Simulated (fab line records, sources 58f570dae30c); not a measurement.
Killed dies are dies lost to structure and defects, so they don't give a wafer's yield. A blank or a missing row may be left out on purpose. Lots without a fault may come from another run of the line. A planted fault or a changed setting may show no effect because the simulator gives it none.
Which tool did it? | flow berkeley_cmos170 | 14 lots, 42 wafers sampled, at 2 steps of a route of 331

WHAT THE GAUGES READ, wafer by wafer
UCB170_NWELL_TW_MEAS_16. Usual: NWELL_TW 1235, standard deviation 13.
lot  | measured    | on            | NWELL_TW       | flag
L739 | day 2 08:11 | film_metro-01 | 1215 1220 1229 |
L741 | day 2 17:07 | film_metro-01 | 1222 1229 1227 |
L740 | day 2 17:11 | film_metro-04 | 1252 1241 1242 |
L742 | day 3 00:10 | film_metro-04 | 1252 1250 1252 |
L743 | day 3 06:43 | film_metro-01 | 1224 1222 1216 |
L745 | day 3 21:36 | film_metro-04 | 1243 1247 1246 |
L746 | day 3 21:39 | film_metro-02 | 1246 1242 1247 |
L747 | day 4 02:56 | film_metro-02 | 1247 1252 1248 |
L748 | day 4 12:14 | film_metro-01 | 1110 1112 1106 | OFF
L749 | day 4 12:24 | film_metro-02 | 1247 1246 1247 |
L750 | day 4 23:13 | film_metro-01 | 1114 1109 1105 | OFF
L754 | day 5 22:30 | film_metro-02 | 1253 1252 1244 |
L760 | day 7 04:23 | film_metro-02 | 1256 1244 1246 |
L762 | day 7 09:50 | film_metro-04 | 1233 1231 1236 |

WHICH TOOL RAN EACH LOT (tool, then ch and the chambers of the sampled wafers, then the start)
lot  | UCB170_NWELL_IMPLANT_14
L739 | implanter-01 ch 0, day 2 07:56
L741 | implanter-03 ch 0, day 2 16:52
L740 | implanter-02 ch 0, day 2 16:57
L742 | implanter-03 ch 0, day 2 23:56
L743 | implanter-03 ch 0, day 3 06:28
L745 | implanter-02 ch 0, day 3 21:21
L746 | implanter-03 ch 0, day 3 21:24
L747 | implanter-03 ch 0, day 4 02:41
L748 | implanter-03 ch 0, day 4 12:00
L749 | implanter-01 ch 0, day 4 12:09
L750 | implanter-03 ch 0, day 4 22:58
L754 | implanter-01 ch 0, day 5 22:16
L760 | implanter-01 ch 0, day 7 04:10
L762 | implanter-01 ch 0, day 7 09:36
- UCB170_NWELL_IMPLANT_14

WHAT THE TOOLS THEMSELVES READ (means of the sampled wafers that have a number; where no wafer has one, the mark that the record gives instead)
UCB170_NWELL_IMPLANT_14. Usual: beam_energy_keV 150.00, standard deviation 0.046; end_station_pressure_torr 5e-06 Torr, standard deviation 2.8e-07.
lot  | tool         | beam_energy_keV | end_station_pressure_torr (Torr) | flag
L739 | implanter-01 | 150.02          | 5e-06                            |
L741 | implanter-03 | 150.02          | 5e-06                            |
L740 | implanter-02 | 150.02          | 5e-06                            |
L742 | implanter-03 | 150.00          | 5e-06                            |
L743 | implanter-03 | 149.97          | 5e-06                            |
L745 | implanter-02 | 150.04          | 5e-06                            |
L746 | implanter-03 | 150.04          | 5e-06                            |
L747 | implanter-03 | 149.94          | 5e-06                            |
L748 | implanter-03 | 97.48           | 5e-06                            | OFF
L749 | implanter-01 | 149.97          | 5e-06                            |
L750 | implanter-03 | 97.54           | 5e-06                            | OFF
L754 | implanter-01 | 149.99          | 5e-06                            |
L760 | implanter-01 | 150.00          | 5e-06                            |
L762 | implanter-01 | 150.08          | 5e-06                            |

THE ANSWER, worked out from the rows above alone
Rule: a lot is off if the mean of its wafers that have a number lies more than 3 standard deviations from the usual mean. A lot without any number at a reading at which 4 lots or more have one is off too. The other lots that the step has rows for count as sound. The gauges are gone through in route order, then the tools' own readings, and for those a lot's mean is taken as printed above. The first step at which some lot is off is used, and at that step the reading that is off furthest; a lot without a number counts as furthest.
Off: L748, L750, at UCB170_NWELL_TW_MEAS_16 (NWELL_TW).
A tool fits if, at a process step before that reading, it ran every lot that is off, and no sound lot after the first of them. The gauges at UCB170_NWELL_TW_MEAS_16 aren't tried: what is off there is off at UCB170_NWELL_IMPLANT_14 too, on other tools, and a gauge's error can't cause that. One fits: implanter-03 at UCB170_NWELL_IMPLANT_14. Its last sound lot is L747 (day 4 02:41), its first lot that is off L748 (day 4 12:00): a fault that began between those two fits.
The tool's own readings at UCB170_NWELL_IMPLANT_14 bear it out: on the lots that are off they differ by more than 5 times the standard deviation of the sound lots' means. beam_energy_keV reads 97.51 there against 150.01 on the sound lots.

WHAT THE SIMULATOR HAD PUT IN
Process parameter drift: implanter-03, from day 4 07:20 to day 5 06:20, at UCB170_NWELL_IMPLANT_14. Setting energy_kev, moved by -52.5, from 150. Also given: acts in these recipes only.
Lots struck among those shown: L748, L750. The rule above found the same.
